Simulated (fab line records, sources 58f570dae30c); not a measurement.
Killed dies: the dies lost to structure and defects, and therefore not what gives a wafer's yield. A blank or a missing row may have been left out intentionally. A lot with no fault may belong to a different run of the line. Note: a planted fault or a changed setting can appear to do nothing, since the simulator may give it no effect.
Code-filled problem report in 8D (eight disciplines) form || flow berkeley-cmos170 || the parts of the form that need people (team, actions taken, sign-off) are left out

== 1. THE ISSUE ==
V2_TEOS_THK at UCB170_V2_THK_MEAS_01 reads a mean of 1732 nm on 1 wafer of 1 lot; wafers without a fault read 2007 nm with a standard deviation of 24. That is -11 standard deviations from the usual mean.
Earliest sighting: wafer L205.5 on film-metro-02 at day 9 06:56. At this step, 38 wafers from 13 lots have a number in the record. By rule, "out" or "out of limits" means more than 4 standard deviations away from the usual mean. All remaining wafers that have a number are taken as sound.

== 2. WHAT IT IS, WHAT IT ISN'T ==
{"question": "which readings at this step", "is": "V2_TEOS_THK", "is not": "-"}
{"question": "which lots", "is": "L205", "is not": "L198, L199, L202, L207, L209, L210, L211, L213, L214, L215, L219, L220"}
{"question": "which wafers of those lots", "is": "L205.5", "is not": "L205.4"}
{"question": "read on which gauges", "is": "film-metro-02", "is not": "film-metro-01, film-metro-04"}
{"question": "when", "is": "from day 9 06:56", "is not": "up to then (10 sound wafers); but 27 sound wafers of L207, L209, L210, L211, L213, L214, L215, L219, L220 came after"}

== 3. WHAT RULES OUT EACH SUSPECT ==
Counting: any tool at a process step up to the reading remains a suspect provided it ran every lot that is out. Sound lots after the first of them don't rule it out here, since some wafers of a struck lot are sound.
- ruled out: the gauge at UCB170_V2_THK_MEAS_01. All the wafers that are out were read on film-metro-02, but those of them that UCB170_V2_CVD_00 has rows for are out there too, on other tools.
- plasma-asher-04 at UCB170_M1_STRIP_13 (strips in O2): kept. The lot that is out, L205, ran on it at day 8 20:49; the last sound lot it ran before that was L199, at day 7 04:29.
- pecvd-03 at UCB170_V2_CVD_00 (deposits SiO2 from TEOS/O2, target thk 2000 nm, time 250 s): kept. The lot that is out, L205, ran on it at day 9 06:49; the last sound lot it ran before that was L202, at day 8 09:32. Out on those wafers are its own readings of rf-fwd-power-W.
- At UCB170_M1_STRIP_13 on plasma-asher-04, chamber 0 took the sound wafers of the same lots and chamber 1 took the wafers that are out.
- At UCB170_V2_CVD_00 on pecvd-03, chamber 0 took the sound wafers of the same lots and chamber 2 took the wafers that are out.
What counting leaves: plasma-asher-04 at UCB170_M1_STRIP_13 and pecvd-03 at UCB170_V2_CVD_00.

== 4. THE CAUSE (what the simulator had put in) ==
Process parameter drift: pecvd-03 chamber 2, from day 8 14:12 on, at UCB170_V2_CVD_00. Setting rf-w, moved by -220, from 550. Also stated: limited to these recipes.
After counting, 2 suspects remain, this tool included.

== 5. THE EFFECT CHAIN, in route order ==
Rows list readings where the struck wafers' mean (over those with a number) sits beyond 3 standard deviations from the usual. Only readings for which the record gives a usual standard deviation are gone through. hours: the time from each lot's start at the first step in this table that gives one to its start at this step, as a median over the lots. sigmas: the change in usual standard deviations.
{"hours": 0, "step": "UCB170_V2_CVD_00", "reading": "rf-fwd-power-W", "usual": "548.7 W", "on struck wafers": 326.6, "change": -222.1, "sigmas": "-99 or more"}
{"hours": 0, "step": "UCB170_V2_THK_MEAS_01", "reading": "V2_TEOS_THK", "usual": "2007 nm", "on struck wafers": 1732, "change": -275, "sigmas": -11}
It contains these process steps:
- UCB170_V2_CVD_00: deposits SiO2 from TEOS/O2, target thk 2000 nm, time 250 s.
At these later measuring or inspecting steps, every struck wafer for which the step has a row has a number for every such reading, and none has moved that far: UCB170_M3_RS_MEAS_02.

== 6. WHAT WOULD HAVE CAUGHT IT SOONER ==
17 hours passed between the start of the fault at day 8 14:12 and the first reading out of limits at a measuring or inspecting step in this record, taken at day 9 06:56.
The tool's own readings at UCB170_V2_CVD_00 were out on every struck wafer that the step has a row for (rf-fwd-power-W): an alarm limit on them would have fired on the first of those.
All the lots that are out (1) had begun UCB170_V2_CVD_00 on pecvd-03 by day 9 06:56. Had the tool been put on hold then, not one of them would have been saved.
